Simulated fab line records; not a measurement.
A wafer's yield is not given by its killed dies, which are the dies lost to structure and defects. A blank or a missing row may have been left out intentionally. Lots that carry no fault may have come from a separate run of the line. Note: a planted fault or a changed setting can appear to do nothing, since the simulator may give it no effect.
Problem report in the 8D (eight disciplines) form, filled by code    flow berkeley cmos170    the parts of the form that need people (team, actions taken, sign-off) are left out

== 1. WHAT WENT WRONG ==
Mean of cd nm at UCB170_PSD_CD_MEAS_06: 1178.9 nm across 6 wafers in 2 lots; on wafers with no fault it is 1199.6 nm (standard deviation 1.4). That puts it -15 standard deviations away from the usual mean.
The step: target cd 1200 nm.
The first sign was on wafer L697.3 at day 10 09:58, on cd sem-02. The record has a number at this step for 42 wafers belonging to 14 lots. Rule for "out" (also "out of limits"): further than 4 standard deviations from the usual mean. The other wafers with a number count as sound.

== 2. WHAT IT IS, WHAT IT ISN'T ==
question                     is                      is not
which readings at this step  cd nm                   -
which lots                   L697, L702              L687, L689, L691, L692, L693, L696, L698, L705, L707, L708, L709, L710
which wafers of those lots   all that have a number  -
read on which gauges         cd sem-01, cd sem-02    -
when                         from day 10 09:58       up to then (21 sound wafers); but 15 sound wafers of L705, L707, L708, L709, L710 came after

== 3. THE SUSPECTS, EACH WITH WHAT RULES IT OUT ==
Counting: any tool at a process step up to the reading is kept as a suspect provided that every lot that is out went through it and no sound lot did after the first of them.
- ruled out: the gauge at UCB170_PSD_CD_MEAS_06. 2 gauges (cd sem-01, cd sem-02) read the wafers that are out.
- litho track-02 at UCB170_PSD_PEB_04: kept. It ran every lot that is out, first L697 (day 10 09:42), and no sound lot after that; its last sound lot up to then is L696 (day 8 22:33). Its own heater power total W, plate temp C readings are out on those wafers.
Left after counting: litho track-02 at UCB170_PSD_PEB_04.

== 4. THE CAUSE (what the simulator had put in) ==
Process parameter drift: litho track-02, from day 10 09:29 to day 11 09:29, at UCB170_PSD_PEB_04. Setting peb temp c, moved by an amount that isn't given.
After counting, this tool was the only one left.

== 5. THE EFFECT CHAIN, in route order ==
Rows list readings where the struck wafers' mean (over those with a number) sits beyond 3 standard deviations from the usual. Scope: only readings with a usual standard deviation given in the record; hours: median across lots of the time from each lot's start at the first step in this table that gives one to its start at this step; sigmas: change in usual standard deviations.
hours  step                   reading               usual      on struck wafers  change  sigmas
0      UCB170_PSD_PEB_04      heater power total W  56.81 W    55.27             -1.54   -33
0      UCB170_PSD_PEB_04      plate temp C          129.98 C   127.32            -2.66   -22
0      UCB170_PSD_CD_MEAS_06  cd nm                 1199.6 nm  1178.9            -20.7   -15
Process steps it contains:
- UCB170_PSD_PEB_04

== 6. WHAT WOULD HAVE CAUGHT IT SOONER ==
The first out-of-limits reading at a measuring or inspecting step in this record came at day 10 09:58, 0 hours after the fault's start at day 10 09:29.
Tool's own readings at UCB170_PSD_PEB_04, heater power total W, plate temp C: out on all struck wafers the step has rows for; an alarm limit on them would have tripped on the first.
Lots out: 2; of these, L702 started UCB170_PSD_PEB_04 on litho track-02 after day 10 09:58. Had the tool been put on hold then, it would have been spared.
